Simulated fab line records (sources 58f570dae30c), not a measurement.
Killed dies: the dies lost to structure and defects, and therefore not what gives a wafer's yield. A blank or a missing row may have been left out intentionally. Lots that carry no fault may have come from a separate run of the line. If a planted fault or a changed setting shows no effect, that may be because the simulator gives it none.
One fault seen from 2 desks	flow berkeley cmos170	numbers are kept per desk, each desk with only its own; the story behind them comes last

AT THE TOOL OWNER'S DESK: litho track-03
The tool's own readings at UCB170_PWELL_COAT_08 (resist thk 900 nm): means of the sampled wafers that have a number, for each lot that ran on this tool. A lot is out of limits, marked OUT, if its mean lies more than 4 standard deviations from the usual mean; the brackets give that distance.
Columns: A = spin speed rpm at UCB170_PWELL_COAT_08, usual 1499.9 rpm
lot	first seen here	A
L709	day 5 03:44	1525.4 (+29) OUT
L711	day 5 22:23	1525.5 (+29) OUT
This desk's finding: out of limits on L709, L711; first on L709, day 5 03:44 (spin speed rpm at UCB170_PWELL_COAT_08). In limits: none.

FROM THE METROLOGY DESK
Lot by lot, what the gauges showed, no matter which tool ran the lot: averages of those sampled wafers that carry a number. A lot is out of limits, marked OUT, if its mean lies more than 4 standard deviations from the usual mean; the brackets give that distance.
Columns: A = INCOMING_BOW at UCB170_START_BOW_MEAS_00, usual 0 um; B = NWELL_OVL at UCB170_NWELL_OVL_MEAS_12, usual 0 nm
lot	first seen here	A	B
L699	day 1 10:01	-2	-1
L700	day 1 15:00	-3	6
L701	day 1 20:00	-5	1
L706	day 2 21:00	4	-2
L709	day 3 12:00	5	1
L711	day 3 22:00	-4	-6
L712	day 4 03:00	7	3
L715	day 4 18:00	-2	1
L716	day 4 23:01	-11	-2
L719	day 5 14:02	3	-7
L721	day 6 00:04	0	10
L722	day 6 05:00	-1	3
This desk's verdict: no lot among the 12 shows anything out of limits.

TAKEN TOGETHER
On L709, L711, at day 5 03:44, an alarm was possible from the tool owner's desk.
Nothing out of limits was seen by the metrology desk.
The metrology desk holds a record of L709, L711, inside its limits.
All the named lots went through UCB170_PWELL_COAT_08 on litho track-03.

WHAT THE SIMULATOR PUT IN
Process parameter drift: litho track-03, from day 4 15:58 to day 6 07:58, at UCB170_PWELL_COAT_08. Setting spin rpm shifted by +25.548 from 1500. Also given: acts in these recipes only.
Struck lots among those shown: L709, L711.
Delay in hours, fault start to first out-of-limits reading, by desk: the tool owner's desk at 12.
